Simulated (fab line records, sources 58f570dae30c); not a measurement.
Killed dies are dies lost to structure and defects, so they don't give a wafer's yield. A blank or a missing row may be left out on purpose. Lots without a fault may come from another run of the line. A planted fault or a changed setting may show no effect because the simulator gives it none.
One fault seen from 2 desks | flow berkeley_cmos170 | each desk has only its own numbers; what lay behind them comes last

THE METROLOGY DESK
What the gauges read, lot by lot, whatever tool the lot ran on: means of the sampled wafers that have a number. A lot is out of limits, marked OUT, if its mean lies more than 4 standard deviations from the usual mean; the brackets give that distance.
Columns: A = M3_OVL at UCB170_M3_OVL_MEAS_16, usual -2 nm
lot  | first seen here | A
L289 | day 8 18:59     | -4
L288 | day 8 19:24     | -5
L290 | day 9 04:03     | -7
L293 | day 9 17:41     | -5
L291 | day 9 17:49     | -10
L292 | day 9 18:13     | -9
L301 | day 12 04:31    | -3
L300 | day 12 04:54    | 4
L305 | day 13 00:40    | -3
L304 | day 13 02:10    | 7
This desk's finding: nothing out of limits on any of the 10 lots.

THE TOOL OWNER'S DESK: lpcvd-01
The tool's own readings at UCB170_ACTIVE_CVD_05 (deposits Si3N4 from SiH2Cl2/NH3, target thk 220 nm, time 3300 s): means of the sampled wafers that have a number, for each lot that ran on this tool. A lot is out of limits, marked OUT, if its mean lies more than 4 standard deviations from the usual mean; the brackets give that distance.
Columns: A = sih2cl2_flow_sccm at UCB170_ACTIVE_CVD_05, usual 24.99 sccm
lot  | first seen here | A
L291 | day 5 17:16     | 25.06
L292 | day 5 17:16     | 25.05
L293 | day 5 17:16     | 25.04
L300 | day 7 11:20     | 25.05
L301 | day 7 11:20     | 25.01
This desk's finding: nothing out of limits on any of the 5 lots.

PUT TOGETHER
The metrology desk saw nothing out of limits.
The tool owner's desk saw nothing out of limits.

WHAT THE SIMULATOR HAD PUT IN
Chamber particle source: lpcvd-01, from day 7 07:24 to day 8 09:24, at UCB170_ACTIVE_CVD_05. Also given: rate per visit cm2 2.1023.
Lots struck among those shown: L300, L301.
